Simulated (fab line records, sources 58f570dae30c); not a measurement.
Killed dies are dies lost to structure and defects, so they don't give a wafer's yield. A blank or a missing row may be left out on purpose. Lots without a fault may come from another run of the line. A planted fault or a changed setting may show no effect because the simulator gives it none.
fab line records | flow berkeley_cmos170 | part 1 of 2: steps 1 to 42 of 44
record lots=6 wafers=18 last_day=12
route steps=331 shown V1@260 M2@271 V2@292 M3@331
lots that met no fault: from a run of the same line without faults
start_h: hours from the record's first day to the start of the lot's first wafer shown | wait_h: hours since the lot's step before | " the same as in the row above | L1.1+2: a row that stands for several wafers | - no value, or no start given | * or withheld: withheld | < > ~ a bound
route shown NAME@n: a module of which the file shows steps, and the number in the route of the first | usual: mean/standard deviation of fault-free wafers | same: alike in all rows | chamber/n: place in a boat | sites: the reading at each site | _std_site: their standard deviation | _edge_site: outer sites' mean less inner sites' | radius_mm: how far each site lies from the wafer's centre | mask NAME#n: copy n | behind: the tool/chamber that last shaped the wafer | hold: why the lot was held/for how many hours/how that ended | device: the transistor (n, p or np) that didn't switch | end of line: the same wafers' tests at the end of the route | a step without rows: its recipe alone | killed: dies lost to structure and defects at the first sort, not the wafer's yield | map: a wafer's dies, x killed, . not, _ none there
set.NAME: the setting as run; set.NAME@STEP: as run at that earlier step | model.NAME: the simulator's own value behind a step, which no gauge read
lots at some steps of the route; a table a step, a row a wafer
services: from which hour (start_h, from the record's first day; less than 0 if before it) a tool's chamber was out of use, for how many hours, and why
## steps
# step UCB170_V1_HMDS_06
# recipe prime_time_s=60 prime_temp_c=100
# step UCB170_V1_COAT_07
# recipe resist=KrF spin_rpm=1500 resist_thk_nm=900
# step UCB170_V1_SOFTBAKE_08
# recipe resist=KrF temp_c=130 time_s=60
# step UCB170_V1_EXPOSE_09
# recipe mask_id=VIA1 target_cd_nm=700 na=0.5 sigma_outer=0.6 source_shape=conventional dose_mj=37
# step UCB170_V1_PEB_10
# recipe peb_temp_c=130 peb_time_s=withheld resist=KrF
# step UCB170_V1_DEVELOP_11
# recipe developer=TMAH develop_time_s=45 resist=KrF dev_temp_c=21
# step UCB170_V1_CD_MEAS_12
# recipe target_cd_nm=700
# usual cd_nm=700.1/1.5
# columns lot.wafer tool chamber start_h wait_h cd_nm
L970.1 cd_sem-02 - 172.86 - 699.9
L970.2 " - " " 699.8
L970.3 " - " " 700.5
L968.1 cd_sem-01 - 175.90 - 701.0
L968.2 " - " " 701.1
L968.4 " - " " 701.2
L982.1 cd_sem-02 - 238.81 - 700.4
L982.2 " - " " 701.5
L982.5 " - " " 700.1
L984.1 cd_sem-01 - 246.38 - 699.3
L984.2 " - " " 698.8
L984.4 " - " " 700.4
L987.1 cd_sem-01 - 261.94 - 700.7
L987.2 " - " " 702.2
L987.3 " - " " 700.8
L990.3 cd_sem-01 - 278.77 - 700.9
L990.5 " - " " 701.6
L990.6 " - " " 699.9
# step UCB170_V1_OVL_MEAS_13
# usual V1_OVL=0/5.4
# columns lot.wafer tool chamber start_h wait_h V1_OVL[nm]
L970.1 overlay-02 - 172.98 0.1 -4
L970.2 " - " " -7
L970.3 " - " " -6
L968.1 overlay-02 - 176.02 0.1 -5
L968.2 " - " " 5
L968.4 " - " " 0
L982.1 overlay-02 - 238.93 0.1 0
L982.2 " - " " 1
L982.5 " - " " -5
L984.1 overlay-02 - 246.50 0.1 1
L984.2 " - " " -4
L984.4 " - " " -1
L987.1 overlay-02 - 262.06 0.1 3
L987.2 " - " " -3
L987.3 " - " " 3
L990.3 overlay-01 - 278.86 0.1 2
L990.5 " - " " 0
L990.6 " - " " -1
# step UCB170_V1_ETCH_14
# recipe chemistry=CHF3/CF4/Ar target=SiO2 stop_on=Al CHF3_flow_sccm=45 cf4_flow_sccm=15 Ar_flow_sccm=150 pressure_mtorr=200 rf_w=700 target_depth_a=12500 over_etch_frac=0.25 time_s=291
# usual drypump_motor_current_A=5.5/0.41 oes_product_au=0.875/0.015 throttle_valve_pct=6.93/0.1
# columns lot.wafer tool chamber start_h wait_h drypump_motor_current_A oes_product_au rf_hours_counter_h throttle_valve_pct
L970.1 rie_diel-01 2 173.02 0.0 4.9 0.879 49 6.93
L970.2 " 3 " " 5.0 0.846 74 6.94
L970.3 " 1 " " 6.0 0.866 147 6.95
L968.1 rie_diel-03 3 176.06 0.0 5.1 0.880 108 7.16
L968.2 " 0 " " 6.0 0.897 10 7.07
L968.4 " 1 " " 5.7 0.853 116 6.86
L982.1 rie_diel-01 1 238.97 0.0 6.0 0.864 0 6.93
L982.2 " 3 " " 5.0 0.849 77 6.95
L982.5 " 2 " " 4.9 0.885 - 6.96
L984.1 rie_diel-02 3 246.54 0.0 5.3 0.885 94 7.04
L984.2 " 2 " " 6.1 0.876 87 6.89
L984.4 " 1 " " 5.4 0.874 132 6.76
L987.1 rie_diel-02 2 262.09 0.0 6.1 0.885 87 6.88
L987.2 " 1 " " 5.4 0.873 133 6.75
L987.3 " 0 " " 5.5 0.863 7 6.82
L990.3 rie_diel-02 3 278.88 0.0 5.3 0.887 96 7.04
L990.5 " 3 " " 5.3 0.879 - 7.06
L990.6 " 0 " " 5.5 0.867 - 6.83
# step UCB170_V1_STRIP_15
# recipe chemistry=O2 power_w=400 pressure_mtorr=3500 platen_temp_c=withheld o2_flow_sccm=400 overash_fraction=0.5
# step UCB170_V1_CD_MEAS_90
# recipe target_cd_nm=700
# usual cd_nm=700.1/1.6
# columns lot.wafer tool chamber start_h wait_h cd_nm
L970.1 cd_sem-01 - 173.30 0.1 699.3
L970.2 " - " " 700.5
L970.3 " - " " 700.1
L968.1 cd_sem-02 - 176.34 0.1 701.1
L968.2 " - " " 701.1
L968.4 " - " " 701.4
L982.1 cd_sem-01 - 239.25 0.1 700.5
L982.2 " - " " 701.9
L982.5 " - " " 699.3
L984.1 cd_sem-01 - 246.82 0.1 698.8
L984.2 " - " " 697.9
L984.4 " - " " 699.4
L987.1 cd_sem-01 - 262.37 0.1 699.3
L987.2 " - " " 701.8
L987.3 " - " " 700.5
L990.3 cd_sem-01 - 279.26 0.1 700.9
L990.5 " - " " 702.3
L990.6 " - " " 700.2
# step UCB170_M2_PRE_CLEAN_00
# recipe gas=Ar preclean_etch_time_s=60
# step UCB170_M2_SPUTTER_01
# recipe material=Al target_thk_nm=900 time_s=120 power_w=6000 chamber_pressure_pa=0.5
# usual throttle_valve_pct=30.2/0.77
# columns lot.wafer tool chamber start_h wait_h throttle_valve_pct model.Al_of_M2_SPUTTER_01.thk_nm
L970.1 pvd_sputter-01 - 173.48 0.0 30.3 891.4
L970.2 " - " " 31.1 898.9
L970.3 " - " " 29.6 886.4
L968.1 pvd_sputter-03 - 176.52 0.0 30.5 884.7
L968.2 " - " " 29.8 886.5
L968.4 " - " " 29.5 891.9
L982.1 pvd_sputter-03 - 239.43 0.0 30.7 1055
L982.2 " - " " 29.9 1062
L982.5 " - " " 30.4 1057
L984.1 pvd_sputter-03 - 247.00 0.0 30.6 1060
L984.2 " - " " 29.8 1069
L984.4 " - " " 29.3 1067
L987.1 pvd_sputter-02 - 262.56 0.0 30.2 896.6
L987.2 " - " " 28.8 896.8
L987.3 " - " " 31.3 894.8
L990.3 pvd_sputter-02 - 279.41 0.0 30.3 899.8
L990.5 " - " " 31.4 893.7
L990.6 " - " " 30.2 885.2
# step UCB170_M2_RS_MEAS_02
# recipe thk_meas_gauge=four-point-probe reads=Al_of_M2_SPUTTER_01
# usual M2_AL_RS=0.03243/0.0003
# columns lot.wafer tool chamber start_h wait_h M2_AL_RS[ohm/sq]
L970.1 film_metro-01 - 173.57 0.0 0.03244
L970.2 " - " " 0.03218
L970.3 " - " " 0.03258
L968.1 film_metro-02 - 176.61 0.0 0.03263
L968.2 " - " " 0.03266
L968.4 " - " " 0.03243
L982.1 film_metro-01 - 239.52 0.0 0.02737
L982.2 " - " " 0.0272
L982.5 " - " " 0.02727
L984.1 film_metro-01 - 247.09 0.0 0.02727
L984.2 " - " " 0.02701
L984.4 " - " " 0.02705
L987.1 film_metro-04 - 262.64 0.0 0.03232
L987.2 " - " " 0.03238
L987.3 " - " " 0.03241
L990.3 film_metro-01 - 279.53 0.1 0.03215
L990.5 " - " " 0.03236
L990.6 " - " " 0.03266
# step UCB170_M2_THK_MEAS_03
# recipe thk_meas_gauge=xrf reads=Al_of_M2_SPUTTER_01
# usual M2_AL_THK=870/8.5
# columns lot.wafer tool chamber start_h wait_h M2_AL_THK[nm]
L970.1 film_metro-01 - 173.69 0.1 871
L970.2 " - " " 881
L970.3 " - " " 865
L968.1 film_metro-02 - 176.73 0.1 866
L968.2 " - " " 868
L968.4 " - " " 873
L982.1 film_metro-01 - 239.64 0.1 1028
L982.2 " - " " 1032
L982.5 " - " " 1029
L984.1 film_metro-01 - 247.21 0.1 1034
L984.2 " - " " 1044
L984.4 " - " " 1040
L987.1 film_metro-04 - 262.76 0.1 875
L987.2 " - " " 869
L987.3 " - " " 874
L990.3 film_metro-01 - 279.63 0.1 878
L990.5 " - " " 875
L990.6 " - " " 867
# step UCB170_M2_HMDS_04
# recipe prime_time_s=60 prime_temp_c=100
# step UCB170_M2_COAT_05
# recipe resist=KrF spin_rpm=1500 resist_thk_nm=900
# step UCB170_M2_SOFTBAKE_06
# recipe resist=KrF temp_c=130 time_s=60
# step UCB170_M2_STRIP_07
# recipe chemistry=O2 power_w=400 pressure_mtorr=3500 platen_temp_c=withheld o2_flow_sccm=400 overash_fraction=0.5
# usual drypump_motor_current_A=5.48/0.092 oes_product_au=0.734/0.0054 strip_time_to_endpoint_s=22.00/0.056
# columns lot.wafer tool chamber start_h wait_h drypump_motor_current_A oes_product_au rf_hours_counter_h strip_time_to_endpoint_s
L970.1 plasma_asher-01 0 174.20 0.1 5.40 0.738 47 22.07
L970.2 " 1 " " 5.53 0.735 47 22.12
L970.3 " 0 " " 5.38 0.732 - 22.09
L968.1 plasma_asher-04 0 177.24 0.1 5.37 0.730 7 21.97
L968.2 " 1 " " 5.55 0.735 7 21.94
L968.4 " 1 " " 5.56 0.730 - 21.95
L982.1 plasma_asher-02 0 240.48 0.1 5.62 0.727 54 21.98
L982.2 " 1 " " 5.46 0.730 54 21.89
L982.5 " 0 " " 5.61 0.728 - 21.97
L984.1 plasma_asher-02 0 248.00 0.1 5.62 0.739 54 22.08
L984.2 " 1 " " 5.46 0.725 54 22.02
L984.4 " 0 " " 5.59 0.729 - 22.12
L987.1 plasma_asher-01 1 263.27 0.1 5.56 0.730 56 22.07
L987.2 " 0 " " 5.41 0.736 56 21.98
L987.3 " 1 " " 5.54 0.731 - 22.02
L990.3 plasma_asher-01 1 280.16 0.1 5.53 0.736 - 22.03
L990.5 " 1 " " 5.54 0.729 - 22.01
L990.6 " 0 " " 5.41 0.744 - 22.01
# step UCB170_M2_STRIP_08
# recipe chemistry=DMSO temp_c=80 time_s=600 material=KrF
# step UCB170_M2_COAT_09
# recipe resist=BARC temp_c=withheld time_s=withheld spin_rpm=3000 resist_thk_nm=withheld
# step UCB170_M2_COAT_10
# recipe resist=KrF spin_rpm=1500 resist_thk_nm=900
# step UCB170_M2_SOFTBAKE_11
# recipe resist=KrF temp_c=130 time_s=60
# step UCB170_M2_EXPOSE_12
# recipe mask_id=METAL2 target_cd_nm=700 na=0.5 sigma_outer=0.6 source_shape=conventional dose_mj=26
# step UCB170_M2_PEB_13
# recipe peb_temp_c=130 peb_time_s=withheld resist=KrF
# step UCB170_M2_DEVELOP_14
# recipe developer=TMAH develop_time_s=45 resist=KrF dev_temp_c=21
# step UCB170_M2_CD_MEAS_15
# recipe target_cd_nm=700
# usual cd_nm=700.2/1.4
# columns lot.wafer tool chamber start_h wait_h cd_nm
L970.1 cd_sem-01 - 175.52 - 701.5
L970.2 " - " " 701.3
L970.3 " - " " 702.0
L968.1 cd_sem-01 - 179.40 - 699.5
L968.2 " - " " 699.0
L968.4 " - " " 699.1
L982.1 cd_sem-02 - 241.81 - 700.3
L982.2 " - " " 700.6
L982.5 " - " " 701.9
L984.1 cd_sem-02 - 249.47 - 701.3
L984.2 " - " " 700.7
L984.4 " - " " 700.4
L987.1 cd_sem-02 - 264.39 - 699.0
L987.2 " - " " 698.3
L987.3 " - " " 698.5
L990.3 cd_sem-02 - 281.34 - 697.1
L990.5 " - " " 697.4
L990.6 " - " " 697.9
# step UCB170_M2_OVL_MEAS_16
# usual M2_OVL=2/5.9
# columns lot.wafer tool chamber start_h wait_h M2_OVL[nm]
L970.1 overlay-02 - 175.64 0.1 7
L970.2 " - " " 4
L970.3 " - " " 9
L968.1 overlay-01 - 179.52 0.1 1
L968.2 " - " " 10
L968.4 " - " " 11
L982.1 overlay-01 - 241.93 0.1 -3
L982.2 " - " " 2
L982.5 " - " " 3
L984.1 overlay-02 - 249.59 0.1 16
L984.2 " - " " 7
L984.4 " - " " 9
L987.1 overlay-02 - 264.51 0.1 4
L987.2 " - " " 0
L987.3 " - " " 1
L990.3 overlay-02 - 281.43 0.1 -9
L990.5 " - " " -12
L990.6 " - " " -7
# step UCB170_M2_ETCH_17
# recipe chemistry=N2/H2 target_depth_a=withheld overetch_a=withheld target=BARC time_s=withheld source_w=500 bias_w=100 pressure_mtorr=30 n2_flow_sccm=100 h2_flow_sccm=200
# usual drypump_motor_current_A=5.5/0.46 h2_flow_sccm=200.0/0.54 oes_product_au=0.996/0.02 throttle_valve_pct=13.29/0.12
# columns lot.wafer tool chamber start_h wait_h drypump_motor_current_A h2_flow_sccm oes_product_au throttle_valve_pct
L970.1 rie_diel-04 2 175.68 0.0 5.8 199.6 0.964 13.29
L970.2 " 1 " " 6.2 199.9 1.000 13.25
L970.3 " 3 " " 5.7 199.7 1.001 13.45
L968.1 rie_diel-01 3 179.55 0.0 5.0 199.4 0.966 13.23
L968.2 " 2 " " 4.9 200.3 1.000 13.29
L968.4 " 0 " " 5.8 199.8 1.022 13.39
L982.1 rie_diel-04 0 241.97 0.0 4.8 200.5 1.017 13.37
L982.2 " 3 " " 5.6 200.3 1.025 13.46
L982.5 " 3 " " 5.6 200.0 1.006 13.46
L984.1 rie_diel-04 1 249.63 0.0 6.1 200.1 0.995 13.24
L984.2 " 2 " " 5.8 199.2 0.975 13.28
L984.4 " 0 " " 4.9 199.3 1.003 13.36
L987.1 rie_diel-01 3 264.55 0.0 5.0 200.1 0.957 13.23
L987.2 " 2 " " 4.9 200.5 0.999 13.32
L987.3 " 2 " " 4.9 199.8 0.991 13.31
L990.3 rie_diel-04 3 281.45 0.0 5.6 199.5 1.010 13.45
L990.5 " 0 " " 4.8 199.7 0.994 13.36
L990.6 " 1 " " 6.2 199.0 0.984 13.26
# step UCB170_M2_METAL_ETCH_18
# recipe chemistry=Cl2/BCl3 target=Al stop_on=SiO2 pressure_mtorr=12 target_depth_a=11700 over_etch_frac=0.3 time_s=195 icp_w=600 bias_w=120 Cl2_flow_sccm=90 bcl3_flow_sccm=45
# usual drypump_motor_current_A=5.6/0.47 oes_product_au=0.856/0.013 throttle_valve_pct=24.4/0.31
# columns lot.wafer tool chamber start_h wait_h drypump_motor_current_A oes_product_au rf_hours_counter_h throttle_valve_pct
L970.1 rie_metal-01 1 175.72 - 5.8 0.881 3 24.8
L970.2 " 0 " " 5.4 0.851 8 24.7
L970.3 " 1 " " 5.8 0.874 - 24.8
L968.1 rie_metal-03 0 179.59 - 5.2 0.853 1 24.1
L968.2 " 1 " " 5.6 0.858 9 24.5
L968.4 " 1 " " 5.6 0.857 - 24.5
L982.1 rie_metal-01 1 242.01 - 5.8 0.958 5 24.8
L982.2 " 0 " " 5.4 0.932 10 24.7
L982.5 " 0 " " 5.4 0.934 - 24.7
L984.1 rie_metal-02 0 249.67 - 4.9 0.922 8 24.1
L984.2 " 1 " " 6.3 0.948 3 24.0
L984.4 " 1 " " 6.4 0.947 - 24.0
L987.1 rie_metal-02 0 264.61 - 4.9 0.854 8 24.1
L987.2 " 1 " " 6.3 0.853 4 24.1
L987.3 " 0 " " 4.9 0.841 - 24.1
L990.3 rie_metal-03 1 281.62 - 5.6 0.859 - 24.5
L990.5 " 1 " " 5.6 0.854 - 24.5
L990.6 " 1 " " 5.6 0.849 - 24.5
# step UCB170_M2_STRIP_19
# recipe chemistry=O2 power_w=400 pressure_mtorr=3500 platen_temp_c=withheld o2_flow_sccm=400 overash_fraction=0.5
# step UCB170_M2_CD_MEAS_90
# recipe target_cd_nm=700
# usual cd_nm=701/3
# columns lot.wafer tool chamber start_h wait_h cd_nm
L970.1 cd_sem-02 - 176.00 0.1 702
L970.2 " - " " 704
L970.3 " - " " 701
L968.1 cd_sem-02 - 179.88 0.1 699
L968.2 " - " " 697
L968.4 " - " " 697
L982.1 cd_sem-01 - 242.30 0.1 697
L982.2 " - " " 703
L982.5 " - " " 703
L984.1 cd_sem-02 - 249.96 0.1 700
L984.2 " - " " 698
L984.4 " - " " 701
L987.1 cd_sem-01 - 264.90 0.1 701
L987.2 " - " " 698
L987.3 " - " " 701
L990.3 cd_sem-02 - 282.01 0.1 692
L990.5 " - " " 696
L990.6 " - " " 696
# step UCB170_V2_CVD_00
# recipe material=SiO2 target_thk_nm=2000 temp_c=390 precursor=TEOS/O2 time_s=250 rf_w=550 pressure_mtorr=9000
# usual heater_power_w=260/54
# columns lot.wafer tool chamber start_h wait_h heater_power_w
L970.1 pecvd-01 1 176.12 0.1 264
L970.2 " 0 " " 308
L970.3 " 2 " " 299
L968.1 pecvd-01 1 180.00 0.1 277
L968.2 " 2 " " 319
L968.4 " 2 " " 380
L982.1 pecvd-02 2 242.42 0.1 261
L982.2 " 1 " " 290
L982.5 " 1 " " 213
L984.1 pecvd-04 2 250.08 0.1 259
L984.2 " 0 " " 249
L984.4 " 0 " " 170
L987.1 pecvd-04 2 265.02 0.1 237
L987.2 " 0 " " 214
L987.3 " 1 " " 286
L990.3 pecvd-04 2 282.09 0.1 306
L990.5 " 1 " " 248
L990.6 " 2 " " 227
# step UCB170_V2_THK_MEAS_01
# recipe reads=SiO2_of_V2_CVD_00
# usual V2_TEOS_THK=1997/22
# columns lot.wafer tool chamber start_h wait_h V2_TEOS_THK[nm]
L970.1 film_metro-03 - 176.28 0.1 2023
L970.2 " - " " 1999
L970.3 " - " " 2013
L968.1 film_metro-02 - 180.16 0.1 1970
L968.2 " - " " 2000
L968.4 " - " " 1997
L982.1 film_metro-01 - 242.57 0.1 1970
L982.2 " - " " 1988
L982.5 " - " " 2023
L984.1 film_metro-02 - 250.24 0.1 1991
L984.2 " - " " 1977
L984.4 " - " " 2025
L987.1 film_metro-01 - 265.17 0.1 1977
L987.2 " - " " 1954
L987.3 " - " " 1979
L990.3 film_metro-02 - 282.27 0.1 1992
L990.5 " - " " 2016
L990.6 " - " " 2025
# step UCB170_V2_CMP_02
# recipe material=SiO2 down_force_psi=6 platen_rpm=60 pad_velocity_m_s=0.75398
# usual edge_zone_pressure_frac=1.000/0.0048 motor_current_A=15.7/1.8 slurry_flow_ml_min=150.0/0.41
# columns lot.wafer tool chamber start_h wait_h edge_zone_pressure_frac motor_current_A slurry_flow_ml_min
L970.2 cmp-01 2 176.39 0.1 1.004 17.5 150.1
L970.1 " 3 " " 1.001 16.4 150.4
L970.3 " 0 " " 1.010 14.9 150.4
L968.1 cmp-02 3 180.22 0.1 0.999 12.5 149.5
L968.2 " 1 " " 1.006 14.5 150.8
L968.4 " 2 " " 0.991 16.6 149.6
L982.2 cmp-02 0 242.63 0.0 1.001 14.6 149.5
L982.1 " 2 " " 1.005 17.2 149.9
L982.5 " 1 " " 1.002 13.9 150.2
L984.1 cmp-02 2 250.35 0.1 0.999 16.3 150.3
L984.4 " 3 " " 1.000 12.8 150.4
L984.2 " 0 " " 1.009 13.2 150.2
L987.3 cmp-01 1 265.28 0.1 0.993 16.6 150.5
L987.1 " 2 " " 1.002 17.6 149.3
L987.2 " 3 " " 1.004 16.7 149.4
L990.3 cmp-01 0 282.46 0.2 0.990 14.6 150.4
L990.5 " 1 " " 1.001 17.0 150.3
L990.6 " 2 " " 0.995 17.8 150.0
# step UCB170_V2_BOW_MEAS_03
# recipe mode=bow
# usual V2_BOW=37/7.3
# columns lot.wafer tool chamber start_h wait_h V2_BOW[um]
L970.1 film_metro-01 - 176.64 0.1 25
L970.2 " - " " 56
L970.3 " - " " 37
L968.1 film_metro-01 - 180.52 0.2 45
L968.2 " - " " 42
L968.4 " - " " 43
L982.1 film_metro-02 - 242.93 0.1 38
L982.2 " - " " 39
L982.5 " - " " 45
L984.1 film_metro-01 - 250.60 0.2 32
L984.2 " - " " 37
L984.4 " - " " 34
L987.1 film_metro-03 - 265.53 0.1 34
L987.2 " - " " 33
L987.3 " - " " 32
L990.3 film_metro-01 - 282.65 0.1 43
L990.5 " - " " 46
L990.6 " - " " 39
# step UCB170_V2_THK_MEAS_04
# recipe reads=SiO2_of_V2_CVD_00
# usual V2_POLISHED_THK=1000.1/1.1
# columns lot.wafer tool chamber start_h wait_h V2_POLISHED_THK[nm]
L970.1 film_metro-01 - 176.76 0.1 1000.9
L970.2 " - " " 1000.8
L970.3 " - " " 999.2
L968.1 film_metro-01 - 180.64 0.1 999.6
L968.2 " - " " 1002.0
L968.4 " - " " 1001.5
L982.1 film_metro-02 - 243.05 0.1 999.7
L982.2 " - " " 1002.6
L982.5 " - " " 1001.2
L984.1 film_metro-01 - 250.72 0.1 1000.2
L984.2 " - " " 1000.8
L984.4 " - " " 999.6
L987.1 film_metro-03 - 265.65 0.1 998.9
L987.2 " - " " 1000.2
L987.3 " - " " 999.5
L990.3 film_metro-01 - 282.75 0.1 997.6
L990.5 " - " " 999.6
L990.6 " - " " 999.5
# step UCB170_V2_CLEAN_05
# recipe chemistry=DIW
# step UCB170_V2_HMDS_06
# recipe prime_time_s=60 prime_temp_c=100
# step UCB170_V2_COAT_07
# recipe resist=KrF spin_rpm=1500 resist_thk_nm=900
# step UCB170_V2_SOFTBAKE_08
# recipe resist=KrF temp_c=130 time_s=60
# step UCB170_V2_EXPOSE_09
# recipe mask_id=VIA2 target_cd_nm=700 na=0.5 sigma_outer=0.6 source_shape=conventional dose_mj=37
## key
first_sign step=UCB170_M2_RS_MEAS_02 reading=M2_AL_RS direction=down sigmas=17 usual=0.03243 struck=0.02719
effect step=UCB170_M2_THK_MEAS_03 reading=M2_AL_THK direction=up sigmas=19 usual=870 struck=1035
effect step=UCB170_M2_METAL_ETCH_18 reading=oes_product_au direction=up sigmas=6.7 usual=0.856 struck=0.940
model_effect step=UCB170_M2_SPUTTER_01 value=Al_of_M2_SPUTTER_01.thk_nm without=893.4 struck=1062
model_effect step=UCB170_V2_ETCH_14 value=Al_of_M2_SPUTTER_01.thk_nm without=892.2 struck=1060
model_effect step=UCB170_M3_PROBE_99 value=etest.antenna_m2.vt_shift_v without=-0.01433 struck=-0.01004
met_at UCB170_M2_SPUTTER_01
struck_wafers L982.1,L982.2,L982.5,L984.1,L984.2,L984.4
onset_between 176.52 239.43
fault kind=process_parameter_drift tool=pvd_sputter-03 chamber=- onset_h=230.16 steps=UCB170_M2_SPUTTER_01 channel=time_s offset=* shape=step end_h=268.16 acts_in=* stated=*
